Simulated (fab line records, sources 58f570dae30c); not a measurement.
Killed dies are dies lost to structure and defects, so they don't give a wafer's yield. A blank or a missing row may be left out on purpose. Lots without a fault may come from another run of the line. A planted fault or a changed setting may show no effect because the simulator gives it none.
fab line records | flow berkeley_cmos170
record lots=5 wafers=23
route steps=331 shown M2@283 M3@310
start_h: hours from the record's first day to the start of the lot's first wafer shown | wait_h: hours since the lot's step before | " the same as in the row above | L1.1+2: a row that stands for several wafers | - no value, or no start given | * or withheld: withheld | < > ~ a bound
route shown NAME@n: a module of which the file shows steps, and the number in the route of the first | usual: mean/standard deviation of fault-free wafers | same: alike in all rows | chamber/n: place in a boat | sites: the reading at each site | _std_site: their standard deviation | _edge_site: outer sites' mean less inner sites' | radius_mm: how far each site lies from the wafer's centre | mask NAME#n: copy n | behind: the tool/chamber that last shaped the wafer | hold: why the lot was held/for how many hours/how that ended | device: the transistor (n, p or np) that didn't switch | end of line: the same wafers' tests at the end of the route | a step without rows: its recipe alone | killed: dies lost to structure and defects at the first sort, not the wafer's yield | map: a wafer's dies, x killed, . not, _ none there
set.NAME: the setting as run; set.NAME@STEP: as run at that earlier step | model.NAME: the simulator's own value behind a step, which no gauge read
lots whose settings were changed on purpose; a table a step, a row a wafer
## steps
# step UCB170_M2_EXPOSE_12
# recipe mask_id=METAL2 target_cd_nm=700 na=0.5 sigma_outer=0.6 source_shape=conventional dose_mj=26
# columns lot.wafer tool chamber start_h wait_h mask set.dose_mj
L078.1+3+4 krf_scanner-01 0 165.52 - METAL2#0 26
L079.1+2+4+5+6 krf_scanner-02 0 165.86 - METAL2#0 26
L083.1+6 krf_scanner-02 0 182.54 - METAL2#0 24.94
L083.3+4+5 " 0 " " METAL2#0 26
L081.1+4 krf_scanner-01 0 183.13 - METAL2#0 26
L081.3+5+6 " 0 " " METAL2#0 24.36
L085.1+2+5 krf_scanner-02 0 194.65 - METAL2#0 24.95
L085.4+6 " 0 " " METAL2#0 26
# step UCB170_M2_PEB_13
# recipe peb_temp_c=130 peb_time_s=withheld resist=KrF
# step UCB170_M2_DEVELOP_14
# recipe developer=TMAH develop_time_s=45 resist=KrF dev_temp_c=21
# step UCB170_M2_CD_MEAS_15
# recipe target_cd_nm=700
# usual cd_nm=699.9/1.2
# columns lot.wafer tool chamber start_h wait_h set.dose_mj@M2_EXPOSE_12 cd_nm
L078.1 cd_sem-02 - 166.00 - 26 699.7
L078.3 " - " " 26 699.3
L078.4 " - " " 26 699.4
L079.1 cd_sem-01 - 166.26 - 26 699.0
L079.2 " - " " 26 699.3
L079.4 " - " " 26 699.2
L079.5 " - " " 26 699.2
L079.6 " - " " 26 699.4
L083.1 cd_sem-01 - 183.12 - 24.94 708.0
L083.3 " - " " 26 700.0
L083.4 " - " " 26 699.0
L083.5 " - " " 26 700.4
L083.6 " - " " 24.94 709.2
L081.1 cd_sem-01 - 183.64 - 26 698.4
L081.3 " - " " 24.36 709.7
L081.4 " - " " 26 697.7
L081.5 " - " " 24.36 708.6
L081.6 " - " " 24.36 709.3
L085.1 cd_sem-02 - 195.06 - 24.95 708.1
L085.2 " - " " 24.95 707.0
L085.4 " - " " 26 701.0
L085.5 " - " " 24.95 708.2
L085.6 " - " " 26 701.3
# step UCB170_M2_ETCH_17
# recipe chemistry=N2/H2 target_depth_a=withheld overetch_a=withheld target=BARC time_s=withheld source_w=500 bias_w=100 pressure_mtorr=30 n2_flow_sccm=100 h2_flow_sccm=200
# columns lot.wafer tool chamber start_h wait_h set.dose_mj@M2_EXPOSE_12 model.M2.cd_nm
L078.1 rie_diel-04 1 166.16 0.0 26 700.4
L078.3 " 2 " " 26 700.5
L078.4 " 0 " " 26 699.5
L079.1+4 rie_diel-01 1,3 166.41 0.0 26 698.9
L079.2 " 2 " " 26 699.6
L079.5 " 2 " " 26 699.7
L079.6 " 1 " " 26 698.8
L083.1 rie_diel-04 2 183.28 0.0 24.94 707.5
L083.3 " 0 " " 26 699.6
L083.4 " 1 " " 26 699.5
L083.5 " 3 " " 26 701.1
L083.6 " 2 " " 24.94 709.1
L081.1 rie_diel-02 0 183.80 0.0 26 698
L081.3 " 1 " " 24.36 708.6
L081.4 " 3 " " 26 696.5
L081.5 " 2 " " 24.36 708.4
L081.6 " 1 " " 24.36 707.9
L085.1 rie_diel-02 2 195.22 0.0 24.95 709
L085.2 " 3 " " 24.95 707
L085.4 " 0 " " 26 701.1
L085.5 " 3 " " 24.95 708.2
L085.6 " 0 " " 26 701.8
# step UCB170_M2_METAL_ETCH_18
# recipe chemistry=Cl2/BCl3 target=Al stop_on=SiO2 pressure_mtorr=12 target_depth_a=11700 over_etch_frac=0.3 time_s=195 icp_w=600 bias_w=120 Cl2_flow_sccm=90 bcl3_flow_sccm=45
# columns lot.wafer tool chamber start_h wait_h set.time_s
L078.1+3+4 rie_metal-02 0,1,0 166.20 - 195
L079.1+6 rie_metal-04 1 166.45 - 170.5
L079.2+4+5 " 0,1,0 " " 195
L083.1+3+6 rie_metal-02 0,0,1 183.32 - 211.9
L083.4+5 " 1,0 " " 195
L081.1+6 rie_metal-03 1,0 183.84 - 195
L081.3+4+5 " 1,0,1 " " 207.8
L085.1+5+6 rie_metal-04 0 195.26 - 195
L085.2+4 " 0 " " 203.5
# step UCB170_M2_STRIP_19
# recipe chemistry=O2 power_w=400 pressure_mtorr=3500 platen_temp_c=withheld o2_flow_sccm=400 overash_fraction=0.5
# usual oes_product_au=0.550/0.017
# columns lot.wafer tool chamber start_h wait_h set.time_s@M2_METAL_ETCH_18 oes_product_au
L078.1 plasma_asher-04 0 166.39 0.1 195 0.552
L078.3 " 1 " " 195 0.535
L078.4 " 0 " " 195 0.551
L079.1 plasma_asher-01 0 166.64 0.1 170.5 0.633
L079.2 " 1 " " 195 0.557
L079.4 " 0 " " 195 0.546
L079.5 " 0 " " 195 0.561
L079.6 " 1 " " 170.5 0.640
L083.1 plasma_asher-04 1 183.51 0.1 211.9 0.500
L083.3 " 1 " " 211.9 0.509
L083.4 " 0 " " 195 0.546
L083.5 " 1 " " 195 0.564
L083.6 " 0 " " 211.9 0.489
L081.1 plasma_asher-03 1 184.03 0.1 195 0.573
L081.3 " 1 " " 207.8 0.522
L081.4 " 0 " " 207.8 0.465
L081.5 " 1 " " 207.8 0.512
L081.6 " 0 " " 195 0.514
L085.1 plasma_asher-01 1 195.63 0.3 195 0.557
L085.2 " 0 " " 203.5 0.530
L085.4 " 0 " " 203.5 0.513
L085.5 " 1 " " 195 0.551
L085.6 " 0 " " 195 0.544
# step UCB170_M3_SPUTTER_01
# recipe material=Al target_thk_nm=900 time_s=120 power_w=6000 chamber_pressure_pa=0.5
# columns lot.wafer tool chamber start_h wait_h set.time_s model.Al_of_M3_SPUTTER_01.thk_nm
L078.1 pvd_sputter-02 - 169.08 0.0 120 915.5
L078.3 " - " " 120 905.2
L078.4 " - " " 120 901.2
L079.1 pvd_sputter-03 - 169.20 0.0 105.2 788.2
L079.2 " - " " 120 891.9
L079.4 " - " " 120 873.2
L079.5 " - " " 105.2 783.2
L079.6 " - " " 105.2 780.6
L083.1 pvd_sputter-03 - 186.62 0.0 120 898.6
L083.3 " - " " 113.7 841.7
L083.4 " - " " 120 904.8
L083.5 " - " " 113.7 837.4
L083.6 " - " " 113.7 853.9
L081.1 pvd_sputter-01 - 186.89 0.0 120 907.7
L081.3 " - " " 137.3 1029
L081.4 " - " " 120 896.5
L081.5 " - " " 137.3 1034
L081.6 " - " " 120 910.7
L085.1 pvd_sputter-01 - 198.36 0.0 120 894.4
L085.2 " - " " 138 1033
L085.4 " - " " 138 1028
L085.5 " - " " 120 893.9
L085.6 " - " " 138 1031
# step UCB170_M3_RS_MEAS_02
# recipe thk_meas_gauge=four-point-probe reads=Al_of_M3_SPUTTER_01
# usual M3_AL_RS=0.0322/0.0003
# columns lot.wafer tool chamber start_h wait_h set.time_s@M3_SPUTTER_01 M3_AL_RS[ohm/sq]
L078.1 film_metro-01 - 169.16 0.0 120 0.0316
L078.3 " - " " 120 0.0319
L078.4 " - " " 120 0.0321
L079.1 film_metro-03 - 169.28 0.0 105.2 0.0368
L079.2 " - " " 120 0.0325
L079.4 " - " " 120 0.0332
L079.5 " - " " 105.2 0.0370
L079.6 " - " " 105.2 0.0371
L083.1 film_metro-03 - 186.70 0.0 120 0.0322
L083.3 " - " " 113.7 0.0344
L083.4 " - " " 120 0.0320
L083.5 " - " " 113.7 0.0346
L083.6 " - " " 113.7 0.0339
L081.1 film_metro-01 - 186.98 0.0 120 0.0319
L081.3 " - " " 137.3 0.0280
L081.4 " - " " 120 0.0322
L081.5 " - " " 137.3 0.0279
L081.6 " - " " 120 0.0317
L085.1 film_metro-04 - 198.44 0.0 120 0.0324
L085.2 " - " " 138 0.0280
L085.4 " - " " 138 0.0281
L085.5 " - " " 120 0.0324
L085.6 " - " " 138 0.0280
# step UCB170_M3_THK_MEAS_03
# recipe thk_meas_gauge=xrf reads=Al_of_M3_SPUTTER_01
# usual M3_AL_THK=917/9
# columns lot.wafer tool chamber start_h wait_h set.time_s@M3_SPUTTER_01 M3_AL_THK[nm]
L078.1 film_metro-01 - 169.28 0.1 120 935
L078.3 " - " " 120 928
L078.4 " - " " 120 918
L079.1 film_metro-03 - 169.40 0.1 105.2 802
L079.2 " - " " 120 910
L079.4 " - " " 120 894
L079.5 " - " " 105.2 797
L079.6 " - " " 105.2 791
L083.1 film_metro-03 - 186.82 0.1 120 912
L083.3 " - " " 113.7 860
L083.4 " - " " 120 924
L083.5 " - " " 113.7 849
L083.6 " - " " 113.7 875
L081.1 film_metro-01 - 187.10 0.1 120 925
L081.3 " - " " 137.3 1048
L081.4 " - " " 120 919
L081.5 " - " " 137.3 1056
L081.6 " - " " 120 930
L085.1 film_metro-04 - 198.56 0.1 120 917
L085.2 " - " " 138 1059
L085.4 " - " " 138 1053
L085.5 " - " " 120 915
L085.6 " - " " 138 1062
# step UCB170_M3_PEB_13
# recipe peb_temp_c=130 peb_time_s=withheld resist=KrF
# columns lot.wafer tool chamber start_h wait_h set.peb_temp_c
L078.1+3+4 litho_track-04 0 170.82 0.1 130
L079.1+2+4+5+6 litho_track-02 0 171.21 0.2 130
L083.1+3 litho_track-01 0 188.68 0.1 128
L083.4+5+6 " 0 " " 130
L081.1+5+6 litho_track-04 0 188.92 0.1 128.7
L081.3+4 " 0 " " 130
L085.1+4 litho_track-02 0 199.91 0.1 128.9
L085.2+5+6 " 0 " " 130
# step UCB170_M3_DEVELOP_14
# recipe developer=TMAH develop_time_s=45 resist=KrF dev_temp_c=21
# step UCB170_M3_CD_MEAS_15
# recipe target_cd_nm=700
# usual cd_nm=699.9/1.4
# columns lot.wafer tool chamber start_h wait_h set.peb_temp_c@M3_PEB_13 cd_nm
L078.1 cd_sem-01 - 171.09 - 130 697.5
L078.3 " - " " 130 697.4
L078.4 " - " " 130 697.3
L079.1 cd_sem-01 - 171.48 - 130 700.1
L079.2 " - " " 130 700.4
L079.4 " - " " 130 699.8
L079.5 " - " " 130 700.1
L079.6 " - " " 130 700.7
L083.1 cd_sem-01 - 188.95 - 128 712.2
L083.3 " - " " 128 713.6
L083.4 " - " " 130 698.2
L083.5 " - " " 130 698.3
L083.6 " - " " 130 698.6
L081.1 cd_sem-02 - 189.19 - 128.7 710.0
L081.3 " - " " 130 700.3
L081.4 " - " " 130 701.4
L081.5 " - " " 128.7 710.4
L081.6 " - " " 128.7 708.0
L085.1 cd_sem-01 - 200.19 - 128.9 709.8
L085.2 " - " " 130 700.7
L085.4 " - " " 128.9 708.7
L085.5 " - " " 130 700.4
L085.6 " - " " 130 700.3
# step UCB170_M3_ETCH_17
# recipe chemistry=N2/H2 target_depth_a=withheld overetch_a=withheld target=BARC time_s=withheld source_w=500 bias_w=100 pressure_mtorr=30 n2_flow_sccm=100 h2_flow_sccm=200
# columns lot.wafer tool chamber start_h wait_h set.peb_temp_c@M3_PEB_13 model.M3.cd_nm
L078.1 rie_diel-02 2 171.25 0.0 130 697.7
L078.3 " 0 " " 130 696.1
L078.4 " 1 " " 130 696.4
L079.1 rie_diel-03 3 171.64 0.0 130 700.9
L079.2+5 " 1 " " 130 700.4
L079.4 " 0 " " 130 699.8
L079.6 " 2 " " 130 701.8
L083.1 rie_diel-02 0 189.11 0.0 128 711.9
L083.3 " 1 " " 128 714.1
L083.4 " 2 " " 130 699
L083.5 " 3 " " 130 700.1
L083.6 " 2 " " 130 699.4
L081.1 rie_diel-01 2 189.35 0.0 128.7 709.5
L081.3 " 1 " " 130 700.7
L081.4 " 3 " " 130 701.5
L081.5 " 2 " " 128.7 709.8
L081.6 " 3 " " 128.7 708.5
L085.1 rie_diel-01 1 200.34 0.0 128.9 710.1
L085.2+6 " 0 " " 130 701.5
L085.4 " 3 " " 128.9 708.7
L085.5 " 1 " " 130 700.7
# step UCB170_M3_METAL_ETCH_18
# recipe chemistry=Cl2/BCl3 target=Al stop_on=SiO2 pressure_mtorr=12 target_depth_a=11700 over_etch_frac=0.3 time_s=195 icp_w=600 bias_w=120 Cl2_flow_sccm=90 bcl3_flow_sccm=45
# usual oes_product_au=0.849/0.015
# columns lot.wafer tool chamber start_h wait_h set.time_s@M3_SPUTTER_01 oes_product_au
L078.1 rie_metal-03 1 171.29 - 120 0.837
L078.3 " 1 " " 120 0.840
L078.4 " 1 " " 120 0.835
L079.1 rie_metal-02 1 171.68 - 105.2 0.801
L079.2 " 0 " " 120 0.832
L079.4 " 1 " " 120 0.832
L079.5 " 0 " " 105.2 0.784
L079.6 " 1 " " 105.2 0.785
L083.1 rie_metal-03 0 189.15 - 120 0.853
L083.3 " 0 " " 113.7 0.824
L083.4 " 1 " " 120 0.838
L083.5 " 1 " " 113.7 0.807
L083.6 " 0 " " 113.7 0.826
L081.1 rie_metal-01 1 189.39 - 120 0.849
L081.3 " 0 " " 137.3 0.937
L081.4 " 1 " " 120 0.846
L081.5 " 1 " " 137.3 0.929
L081.6 " 0 " " 120 0.868
L085.1 rie_metal-03 0 200.38 - 120 0.843
L085.2 " 1 " " 138 0.903
L085.4 " 1 " " 138 0.904
L085.5 " 0 " " 120 0.851
L085.6 " 1 " " 138 0.902
## key
split step=UCB170_M2_EXPOSE_12 setting=dose_mj stated=26 by=wafer
response step=UCB170_M2_CD_MEAS_15 reading=cd_nm change=-1.82 per=1% r=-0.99
response step=UCB170_M2_ETCH_17 reading=model.M2.cd_nm change=-1.79 per=1% r=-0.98
split step=UCB170_M2_METAL_ETCH_18 setting=time_s stated=195 by=wafer
response step=UCB170_M2_STRIP_19 reading=oes_product_au change=-0.00653 per=1% r=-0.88
split step=UCB170_M3_SPUTTER_01 setting=time_s stated=120 by=wafer
response step=UCB170_M3_SPUTTER_01 reading=model.Al_of_M3_SPUTTER_01.thk_nm change=+8.8 per=1% r=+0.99
response step=UCB170_M3_RS_MEAS_02 reading=M3_AL_RS change=-0.000302 per=1% r=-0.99
response step=UCB170_M3_THK_MEAS_03 reading=M3_AL_THK change=+9.09 per=1% r=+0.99
response step=UCB170_M3_METAL_ETCH_18 reading=oes_product_au change=+0.00429 per=1% r=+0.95
split step=UCB170_M3_PEB_13 setting=peb_temp_c stated=130 by=wafer
response step=UCB170_M3_CD_MEAS_15 reading=cd_nm change=-9.43 per=1% r=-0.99
response step=UCB170_M3_ETCH_17 reading=model.M3.cd_nm change=-8.81 per=1% r=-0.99
